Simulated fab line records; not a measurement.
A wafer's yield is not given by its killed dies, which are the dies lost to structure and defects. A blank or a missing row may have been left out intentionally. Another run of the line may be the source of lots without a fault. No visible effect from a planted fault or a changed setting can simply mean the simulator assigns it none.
8D (eight disciplines) problem report, filled in by code ; flow rit-cmos ; the parts of the form that need people (team, actions taken, sign-off) are left out

1. WHAT IS WRONG
On 3 wafers of 1 lot, cd-nm at RIT_M1_CD_MEAS_09 has a mean of 2582.2 nm; fault-free wafers read 2599.8 nm, standard deviation 2.1. Measured from the usual mean, that is -8.4 standard deviations.
The step: target cd 2600 nm.
First seen on wafer L866.1, day 7 16:44, on cd-sem-02. Wafers with a number at this step in the record: 39, from 13 lots. Rule for "out", or "out of limits": more than 4 standard deviations from the usual mean. The rest of the wafers with a number are treated as sound.

2. WHAT IT IS; WHAT IT IS NOT
question;is;is not
which readings at this step;cd-nm;-
which lots;L866;L846, L847, L848, L849, L850, L851, L852, L853, L856, L858, L859, L869
which wafers of those lots;all that have a number;-
read on which gauges;cd-sem-02;cd-sem-01
when;from day 7 16:44;"up to then (33 sound wafers); but 3 sound wafers of L869 came after"

3. SUSPECTS, AND WHAT RULES EACH OUT
Counting: a tool stays on the suspect list if, at a process step up to the reading, it processed all lots that are out and no sound lot following the first of them.
- ruled out: the gauge at RIT_M1_CD_MEAS_09. All the wafers that are out were read on cd-sem-02, but those of them that RIT_M1_EXPOSE_06 has rows for are out there too, on other tools.
- pvd-sputter-04 at RIT_SILICIDE_SPUTTER_01 (material Ti, target thk 30 nm, time 246.4 s): ruled out as a lasting fault. After its first lot that is out, L866 (day 7 12:35), sound lots L869 ran on it.
- iline-stepper-02 at RIT_M1_EXPOSE_06 (exposes mask M12, target cd 2600 nm): kept. It ran the lot that is out, L866 (day 7 16:18), and no sound lot after that; its last sound lot up to then is L858 (day 5 21:46). Its own readings are out on those wafers: exposure-dose-mJ-cm2.
The count leaves iline-stepper-02 at RIT_M1_EXPOSE_06.

4. THE CAUSE (what the simulator had put in)
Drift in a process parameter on iline-stepper-02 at RIT_M1_EXPOSE_06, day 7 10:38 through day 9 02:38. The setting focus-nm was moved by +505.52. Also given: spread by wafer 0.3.
Only this tool survived the counting.

5. SEQUENCE OF EFFECTS, ordered by route
Each row: a reading whose mean over the struck wafers that have a number lies more than 3 standard deviations from the usual. Readings are gone through only where the record gives a usual standard deviation; hours: the median, over the lots, of the time from a lot's start at the first step in this table giving one to that lot's start at this step; sigmas: the change measured in usual standard deviations.
hours;step;reading;usual;on struck wafers;change;sigmas
0;RIT_M1_EXPOSE_06;exposure-dose-mJ-cm2;250.02;248.00;-2.02;-8.8
0;RIT_M1_CD_MEAS_09;cd-nm;2599.8 nm;2582.2;-17.6;-8.4
It contains these process steps:
- RIT_M1_EXPOSE_06: exposes mask M12, target cd 2600 nm.

6. WHAT WOULD HAVE CAUGHT IT SOONER
The first out-of-limits reading at a measuring or inspecting step in this record came at day 7 16:44, 6 hours after the fault's start at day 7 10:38.
Tool's own readings at RIT_M1_EXPOSE_06, exposure-dose-mJ-cm2: out on all struck wafers the step has rows for; an alarm limit on them would have tripped on the first.
By day 7 16:44 the whole set of lots that are out, 1 in number, had already begun RIT_M1_EXPOSE_06 on iline-stepper-02. A hold on the tool at that time would have spared none of them.
